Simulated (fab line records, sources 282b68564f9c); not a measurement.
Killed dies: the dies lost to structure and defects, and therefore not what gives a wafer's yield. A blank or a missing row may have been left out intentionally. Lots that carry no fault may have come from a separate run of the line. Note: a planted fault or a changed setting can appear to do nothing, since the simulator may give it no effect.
Problem report in the 8D (eight disciplines) form, filled by code || flow rit_cmos || the parts of the form that need people (team, actions taken, sign-off) are left out

## 1. WHAT IS WRONG
chamber_pressure_mTorr at RIT_M1_METAL_ETCH_12 reads a mean of 150.03 mTorr on 6 wafers of 2 lots; wafers without a fault read 99.99 mTorr with a standard deviation of 0.092. So: +99 or more standard deviations from the usual mean.
The step: etches Al in Cl2/BCl3, stops on SiO2, time 165 s, target depth 600 nm.
First observed at day 6 18:51: wafer L678.1, on rie_metal-04. The record has a number at this step for 18 wafers belonging to 6 lots. By rule, "out" or "out of limits" means more than 4 standard deviations away from the usual mean. The rest of the wafers with a number are treated as sound.

## 2. WHAT THIS IS AND IS NOT
{"question": "which readings at this step", "is": "chamber_pressure_mTorr", "is not": "drypump_motor_current_A, oes_product_au, throttle_valve_pct"}
{"question": "which lots", "is": "L678, L680", "is not": "L669, L674, L679, L685"}
{"question": "which wafers of those lots", "is": "all that have a number", "is not": "-"}
{"question": "read on which tools", "is": "rie_metal-04", "is not": "rie_metal-01, rie_metal-02"}
{"question": "when", "is": "from day 6 18:51", "is not": "up to then (9 sound wafers); but 3 sound wafers of L685 came after"}

## 3. THE SUSPECTS, EACH WITH WHAT RULES IT OUT
Counting: a tool at a process step up to the reading stays a suspect if it ran every lot that is out and no sound lot after the first of them.
- pvd_sputter-02 at RIT_M1_SPUTTER_00 (material Al, target thk 400 nm, time 500 s): ruled out as a lasting fault. Sound lots L685 ran on it after its first lot that is out, L678 (day 6 17:05).
- rie_metal-04 at RIT_M1_METAL_ETCH_12 (etches Al in Cl2/BCl3, stops on SiO2, time 165 s, target depth 600 nm): kept. It processed each lot that is out, first L678 at day 6 18:51, and no sound lot thereafter; up to then, the last sound lot it processed was L674 at day 5 15:50. On those wafers its own readings are out: chamber_pressure_mTorr.
After counting, what remains is rie_metal-04 at RIT_M1_METAL_ETCH_12.

## 4. THE CAUSE (what the simulator had put in)
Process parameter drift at RIT_M1_METAL_ETCH_12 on rie_metal-04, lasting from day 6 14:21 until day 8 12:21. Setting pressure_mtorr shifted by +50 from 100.
This tool alone remained once counting was done.

## 5. SEQUENCE OF EFFECTS, ordered by route
Each row: a reading where the mean over the struck wafers with a number is more than 3 standard deviations away from the usual. Only readings for which the record gives a usual standard deviation are gone through. hours: the time from each lot's start at the first step in this table that gives one to its start at this step, as a median over the lots. sigmas: the change in usual standard deviations.
{"hours": 0, "step": "RIT_M1_METAL_ETCH_12", "reading": "chamber_pressure_mTorr", "usual": "99.99 mTorr", "on struck wafers": 150.03, "change": "+50.04", "sigmas": "+99 or more"}
Process steps it contains:
- RIT_M1_METAL_ETCH_12: etches Al in Cl2/BCl3, stops on SiO2, time 165 s, target depth 600 nm.

## 6. WHAT WOULD HAVE CAUGHT IT SOONER
In this record the first reading out of limits was taken at day 6 18:51, 4 hours after the fault began at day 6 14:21.
